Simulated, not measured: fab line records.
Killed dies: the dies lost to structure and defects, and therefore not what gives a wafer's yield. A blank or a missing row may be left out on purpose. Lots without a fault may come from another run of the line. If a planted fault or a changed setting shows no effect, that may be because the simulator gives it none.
One fault through the eyes of 2 desks | flow berkeley_cmos170 | only its own numbers are on each desk; what lay behind them is given at the end

== AT THE TOOL OWNER'S DESK: rie_diel-03 ==
The tool's own readings at UCB170_GATE_ETCH_14 (etches BARC in N2/H2): means of the sampled wafers that have a number, for each lot that ran on this tool. Marked OUT: a lot whose mean sits more than 4 standard deviations from the usual mean, which makes it out of limits; the brackets give that distance.
Columns: A = drypump_motor_current_A at UCB170_GATE_ETCH_14, usual 5.6 A; B = n2_flow_sccm at UCB170_GATE_ETCH_14, usual 99.93 sccm; C = oes_product_au at UCB170_GATE_ETCH_14, usual 0.998 a.u.; D = rf_fwd_power_W at UCB170_GATE_ETCH_14, usual 494.6 W; E = throttle_valve_pct at UCB170_GATE_ETCH_14, usual 13.29 %
lot  | first seen here | A   | B      | C     | D     | E
L764 | day 7 19:28     | 5.8 | 100.07 | 0.996 | 496.8 | 13.41
L767 | day 8 08:50     | 5.7 | 100.12 | 1.003 | 493.7 | 13.15
L770 | day 8 14:32     | 5.6 | 99.90  | 1.014 | 495.8 | 13.00
L768 | day 8 15:22     | 5.7 | 100.26 | 1.009 | 494.1 | 13.08
L774 | day 9 16:28     | 5.7 | 100.09 | 1.015 | 498.2 | 13.07
Finding of this desk: none of the 5 lots has anything out of limits.

== METROLOGY DESK ==
Means of the sampled wafers that have a number, per lot and without regard to the tool the lot ran on: this is what the gauges read. Marked OUT: a lot whose mean sits more than 4 standard deviations from the usual mean, which makes it out of limits; the brackets give that distance.
Columns: A = cd_nm at UCB170_NSD_CD_MEAS_06, usual 1199.9 nm; B = M2_AL_RS at UCB170_M2_RS_MEAS_02, usual 0.0322 ohm/sq
lot  | first seen here | A      | B
L763 | day 7 19:53     | 1199.4 | 0.0320
L765 | day 8 11:27     | 1199.5 | 0.0322
L764 | day 8 11:53     | 1201.3 | 0.0320
L767 | day 9 04:12     | 1200.9 | 0.0326
L766 | day 9 04:27     | 1197.8 | 0.0326
L770 | day 9 04:45     | 1201.1 | 0.0326
L771 | day 9 04:48     | 1200.1 | 0.0325
L768 | day 9 05:00     | 1201.8 | 0.0324
L774 | day 10 07:20    | 1198.6 | 0.0318
L781 | day 11 17:26    | 1201.0 | 0.0323
L779 | day 11 17:28    | 1200.5 | 0.0325
L784 | day 12 09:22    | 1198.6 | 0.0324
L783 | day 12 09:29    | 1201.7 | 0.0315
L786 | day 12 14:55    | 1198.6 | 0.0327
Finding of this desk: none of the 14 lots has anything out of limits.

== BROUGHT TOGETHER ==
Nothing out of limits was seen by the tool owner's desk.
The metrology desk saw nothing out of limits.

== WHAT THE SIMULATOR HAD PUT IN ==
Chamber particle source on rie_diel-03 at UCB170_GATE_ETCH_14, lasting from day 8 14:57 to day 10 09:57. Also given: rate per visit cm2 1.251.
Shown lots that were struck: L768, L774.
